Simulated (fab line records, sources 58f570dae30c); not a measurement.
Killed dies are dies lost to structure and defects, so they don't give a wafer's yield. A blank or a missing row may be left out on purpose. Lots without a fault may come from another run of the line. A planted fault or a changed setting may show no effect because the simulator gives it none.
Which tool did it? | flow berkeley_cmos170 | 13 lots, 39 wafers sampled, at 3 steps of a route of 331

WHAT THE GAUGES READ, wafer by wafer
UCB170_NWELL_THK_MEAS_02. Usual: NWELL_OXIDE_THK 26.2 nm, standard deviation 0.52.
lot  | measured    | on            | NWELL_OXIDE_THK (nm) | flag
L346 | day 2 04:07 | film_metro-03 | 26.2 25.9 26.4       |
L347 | day 2 23:08 | film_metro-02 | 27.1 27.1 27.2       |
L348 | day 2 23:08 | film_metro-03 | 26.0 26.3 26.0       |
L349 | day 3 12:16 | film_metro-01 | 25.5 25.8 26.0       |
L354 | day 4 01:55 | film_metro-02 | 26.8 26.5 26.3       |
L356 | day 4 02:00 | film_metro-03 | 26.5 26.3 26.6       |
L357 | day 4 23:37 | film_metro-02 | 25.4 25.3 24.9       |
L358 | day 4 23:38 | film_metro-03 | 25.1 25.1 25.3       |
L359 | day 5 10:15 | film_metro-01 | 26.2 26.3 26.5       |
L363 | day 5 16:08 | film_metro-02 | 26.0 26.5 25.8       |
L364 | day 6 02:11 | film_metro-01 | 25.8 25.6 26.2       |
L367 | day 6 10:02 | film_metro-03 | 25.5 25.6 25.7       |
L369 | day 6 22:40 | film_metro-03 | 25.9 26.0 26.0       |

UCB170_V1_THK_MEAS_04. Usual: V1_POLISHED_THK 1000.1 nm, standard deviation 1.1.
lot  | measured     | on            | V1_POLISHED_THK (nm) | flag
L346 | day 9 06:31  | film_metro-02 | 1000.4 1001.0 1001.1 |
L347 | day 9 16:11  | film_metro-01 | 998.1 998.1 998.4    |
L348 | day 9 17:32  | film_metro-02 | 999.3 999.6 998.8    |
L349 | day 10 08:11 | film_metro-01 | 998.8 999.8 1001.6   |
L354 | day 10 23:28 | film_metro-02 | 1000.5 998.8 999.6   |
L356 | day 11 00:49 | film_metro-03 | 999.6 1000.9 1000.1  |
L357 | day 11 15:08 | film_metro-01 | 1001.7 1002.0 1002.3 |
L358 | day 11 18:05 | film_metro-03 | 999.0 998.8 998.9    |
L359 | day 12 02:50 | film_metro-01 | 999.8 998.3 1000.1   |
L363 | day 12 04:11 | film_metro-01 | 999.7 1000.9 999.2   |
L364 | day 12 14:15 | film_metro-02 | 1001.1 1001.0 999.9  |
L367 | day 13 01:33 | film_metro-03 | 999.0 998.9 998.9    |
L369 | day 13 10:16 | film_metro-02 | 999.3 1002.2 1001.1  |

WHICH TOOL RAN EACH LOT (tool, then ch and the chambers of the sampled wafers, then the start)
lot  | UCB170_CONTACT_RTA_08
L346 | rtp_anneal-01 ch 0, day 8 23:17
L347 | rtp_anneal-02 ch 0, day 9 10:09
L348 | rtp_anneal-01 ch 0, day 9 10:30
L349 | rtp_anneal-02 ch 0, day 9 22:38
L354 | rtp_anneal-01 ch 0, day 10 16:16
L356 | rtp_anneal-01 ch 0, day 10 16:22
L357 | rtp_anneal-02 ch 0, day 11 06:34
L358 | rtp_anneal-02 ch 0, day 11 08:29
L359 | rtp_anneal-02 ch 0, day 11 18:53
L363 | rtp_anneal-02 ch 0, day 11 20:58
L364 | rtp_anneal-02 ch 0, day 12 06:10
L367 | rtp_anneal-02 ch 0, day 12 19:05
L369 | rtp_anneal-02 ch 0, day 13 04:20
- UCB170_CONTACT_RTA_08: time 10 s.

WHAT THE TOOLS THEMSELVES READ (means of the sampled wafers that have a number; where no wafer has one, the mark that the record gives instead)
UCB170_CONTACT_RTA_08. Usual: lamp_power_pct 23.6 %, standard deviation 0.93; wafer_temp_C_max 904.2, standard deviation 1.7.
lot  | tool          | lamp_power_pct (%) | wafer_temp_C_max | flag
L346 | rtp_anneal-01 | 22.8               | 904.8            |
L347 | rtp_anneal-02 | 24.6               | 902.7            |
L348 | rtp_anneal-01 | 22.8               | 905.7            |
L349 | rtp_anneal-02 | 24.6               | 902.4            |
L354 | rtp_anneal-01 | 21.9               | 891.1            | OFF
L356 | rtp_anneal-01 | 21.9               | 891.5            | OFF
L357 | rtp_anneal-02 | 24.6               | 902.2            |
L358 | rtp_anneal-02 | 24.6               | 902.7            |
L359 | rtp_anneal-02 | 24.6               | 902.2            |
L363 | rtp_anneal-02 | 24.6               | 902.5            |
L364 | rtp_anneal-02 | 24.7               | 902.9            |
L367 | rtp_anneal-02 | 24.6               | 902.7            |
L369 | rtp_anneal-02 | 24.6               | 902.7            |

THE ANSWER, worked out from the rows above alone
Rule: a lot is off if the mean of its wafers that have a number lies more than 3 standard deviations from the usual mean. A lot without any number at a reading at which 4 lots or more have one is off too. The other lots that the step has rows for count as sound. The gauges are gone through in route order, then the tools' own readings, and for those a lot's mean is taken as printed above. The first step at which some lot is off is used, and at that step the reading that is off furthest; a lot without a number counts as furthest.
Off: L354, L356, at UCB170_CONTACT_RTA_08 (wafer_temp_C_max).
A tool fits if, at that step or a process step before it, it ran every lot that is off, and no sound lot after the first of them. One fits: rtp_anneal-01 at UCB170_CONTACT_RTA_08. Its last sound lot is L348 (day 9 10:30), its first lot that is off L354 (day 10 16:16): a fault that began between those two fits.
The tool's own readings at UCB170_CONTACT_RTA_08 bear it out: on the lots that are off they differ by more than 5 times the standard deviation of the sound lots' means. wafer_temp_C_max reads 891.3 there against 903.0 on the sound lots.

WHAT THE SIMULATOR HAD PUT IN
Process parameter drift: rtp_anneal-01, from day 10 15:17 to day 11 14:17, at UCB170_CONTACT_RTA_08. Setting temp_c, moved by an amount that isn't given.
Lots struck among those shown: L354, L356. The rule above found the same.
